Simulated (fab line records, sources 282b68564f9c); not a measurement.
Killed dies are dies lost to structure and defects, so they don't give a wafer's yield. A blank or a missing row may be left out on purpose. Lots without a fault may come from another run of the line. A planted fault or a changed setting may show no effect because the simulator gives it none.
Split-lot experiment | flow rit_cmos | 5 lots, 13 wafers read, on a route of 202 steps

THE SPLIT
At RIT_M1_METAL_ETCH_12 (etches Al in Cl2/BCl3, stops on SiO2, time 165 s, target depth 600 nm), the setting rf_w was moved away from the recipe's 250 W on 6 of the 13 wafers read, by -6.4% to +10.4%. The other wafers ran this setting at the recipe's value.

The reading is taken at the split's own step.

THE READING
NOVOLAK_of_M1_COAT_04.thk_nm (the simulator's own value, which no gauge read), in nm, at RIT_M1_METAL_ETCH_12 (etches Al in Cl2/BCl3, stops on SiO2, time 165 s, target depth 600 nm). The file gives no usual value for it. The 7 wafers here that ran the recipe average 805.2 nm, standard deviation 9.8 nm.

wafer  | tool, chamber at the split | rf_w as run, W | against the recipe | NOVOLAK_of_M1_COAT_04.thk_nm, nm | against lot-mates on the recipe
L078.3 | rie_metal-02, 0            | 233.9          | -6.4%              | 839.8                            | +19.9
L078.4 | rie_metal-02, 1            | 233.9          | -6.4%              | 841.3                            | +21.4
L078.6 | rie_metal-02, 0            | 250            | recipe             | 819.9                            | -
L080.1 | rie_metal-01, 0            | 250            | recipe             | 808.1                            | -
L080.3 | rie_metal-01, 1            | 276            | +10.4%             | 779.8                            | -28.3
L080.5 | rie_metal-01, 1            | 276            | +10.4%             | 773.7                            | -34.4
L081.2 | rie_metal-02, 0            | 250            | recipe             | 818.3                            | -
L081.5 | rie_metal-02, 0            | 265.2          | +6.1%              | 800.8                            | -17.5
L082.1 | rie_metal-03, 0            | 250            | recipe             | 794.8                            | -
L082.5 | rie_metal-03, 1            | 275.5          | +10.2%             | 778.1                            | -16.7
L085.3 | rie_metal-03, 1            | 250            | recipe             | 800.7                            | -
L085.5 | rie_metal-03, 0            | 250            | recipe             | 794                              | -
L085.6 | rie_metal-03, 1            | 250            | recipe             | 800.8                            | -

THE FIT
A straight line over all 13 wafers: NOVOLAK_of_M1_COAT_04.thk_nm changes by -3.33 nm for each +1% of rf_w; r = -0.89; the points scatter about the line by 10 nm.
The same after taking each lot's own level away (the mean of its wafers on the recipe; 13 wafers): -2.76 nm for each +1%; r = -0.97; scatter 4.3 nm.
On that fit, the largest move of rf_w shifts the reading by 29 nm.
The lots' own levels span 794.80 to 819.90 nm, that is 2.6 times the standard deviation above.
So the lot-to-lot level changes the slope: the two fits differ.
Check: with one of the wafers moved furthest among these (+10.4%) left out of the fit, the line predicts -27.7 nm for it against its lot-mates. It came out at -28.3 nm against them.
Tool readings at the split's step, against how far the setting was moved: oes_product_au r = +0.18.

OTHER SPLITS ON THESE WAFERS
These wafers also went through other splits before the reading. Each is held against what the fit with the lots' levels taken away leaves over:
other split on the same wafers | wafers away from the commonest value | r with NOVOLAK_of_M1_COAT_04.thk_nm (lot level and that fit taken away)
RIT_CONTACT_CVD_00 time_s      | 3                                    | -0.05
RIT_M1_SPUTTER_00 power_w      | 0                                    | -
RIT_M1_EXPOSE_06 dose_mj       | 6                                    | -0.20

THE WHOLE CHAIN: every reading that the file lists as answering this split, in the file's order
step                 | what it does                                                          | reading                                                                       | change (the file's fit)                                                            | r (the file's)
RIT_M1_METAL_ETCH_12 | etches Al in Cl2/BCl3, stops on SiO2, time 165 s, target depth 600 nm | NOVOLAK_of_M1_COAT_04.thk_nm (the simulator's own value, which no gauge read) | -2.61 nm for each +1% of the setting                                               | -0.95
RIT_M1_METAL_ETCH_12 | etches Al in Cl2/BCl3, stops on SiO2, time 165 s, target depth 600 nm | M1.cd_nm (the simulator's own value, which no gauge read)                     | -0.674 nm for each +1% of the setting, in a fit together with dose_mj@M1_EXPOSE_06 | 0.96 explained
RIT_M1_CD_MEAS_90    | target cd 2600 nm                                                     | cd_nm                                                                         | -0.651 nm for each +1% of the setting, in a fit together with dose_mj@M1_EXPOSE_06 | 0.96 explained

THE FILE'S OWN FIT
NOVOLAK_of_M1_COAT_04.thk_nm changes by -2.61 nm for each +1% of rf_w, r = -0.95.
